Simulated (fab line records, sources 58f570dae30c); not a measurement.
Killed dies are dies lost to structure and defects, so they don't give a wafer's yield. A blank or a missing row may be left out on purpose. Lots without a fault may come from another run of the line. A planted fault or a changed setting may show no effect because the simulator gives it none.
A struck lot beside a sound one | flow berkeley_cmos170 | 14 steps out of a route of 331
Sound: wafers L539.3, L539.5, L539.6. Struck: wafers L534.1, L534.5, L534.6. The cause comes at the end.
At each step with rows: each side's tool, then ch and its chambers, then its first start. Under that, the readings that differ: sound wafers | struck wafers | difference of the means | sigmas: that difference in standard deviations of wafers without a fault.
alike: readings whose means differ by less than 2 such deviations, and words and numbers that are the same on both sides. not compared: withheld readings, readings that some wafer has no value for, bounds like >300 that may hide the same value, and numbers for which the record gives no deviation and whose values overlap.
The two part at a step that has a row with sigmas, a row that says differs or no value, or rows on one side only. Numbers that don't overlap but have no deviation are shown without sigmas and don't part them. A reading that every wafer of one side lacks parts them only if that side has two wafers or more.

first, 5 steps without rows for these wafers: UCB170_NWELL_WET_ETCH_18 (etches Si3N4 in H3PO4, time 14400 s); UCB170_NWELL_WET_ETCH_19 (etches SiO2 in BOE, time 22 s); UCB170_PWELL_CLEAN_00 (cleans in SPM, time 600 s); UCB170_PWELL_CLEAN_01 (cleans in dHF, time 60 s); UCB170_PWELL_OXIDATION_02 (target thk 26.4 nm, ox time 1260 s).
UCB170_PWELL_THK_MEAS_03:
  sound on film_metro-01, day 6 03:37; struck on film_metro-01, day 5 07:22
  alike: PWELL_OXIDE_THK
then, 2 steps without rows for these wafers: UCB170_PWELL_ANNEAL_04 (time 900 s); UCB170_PWELL_CVD_05 (deposits Si3N4 from SiH2Cl2/NH3, target thk 220 nm, time 3300 s).
UCB170_PWELL_THK_MEAS_06:
  sound on film_metro-01, day 6 08:17; struck on film_metro-01, day 5 14:28
  reading                | sound             | struck            | difference | sigmas
  PWELL_NITRIDE_THK (nm) | 216.1 216.6 215.2 | 219.9 219.9 221.2 | +4.4       | +2
then, 3 steps without rows for these wafers: UCB170_PWELL_HMDS_07 (prime time 60 s); UCB170_PWELL_COAT_08 (resist thk 900 nm); UCB170_PWELL_SOFTBAKE_09 (time 60 s).
UCB170_PWELL_EXPOSE_10: exposes mask PWELL, target cd 3000 nm.
  sound on krf_scanner-01 ch 0, day 6 08:49; struck on krf_scanner-02, day 5 15:13
  no value came back on the struck wafers for exposure_dose_mJ_cm2, focus_offset_nm (nm); on the sound wafers exposure_dose_mJ_cm2 reads 18.982 19.008 18.993
  alike: mask
then, 1 step without rows for these wafers: UCB170_PWELL_PEB_11.

WHERE THEY PART
First at UCB170_PWELL_THK_MEAS_06; last, within this record, at UCB170_PWELL_EXPOSE_10.

WHY: what the simulator had put in
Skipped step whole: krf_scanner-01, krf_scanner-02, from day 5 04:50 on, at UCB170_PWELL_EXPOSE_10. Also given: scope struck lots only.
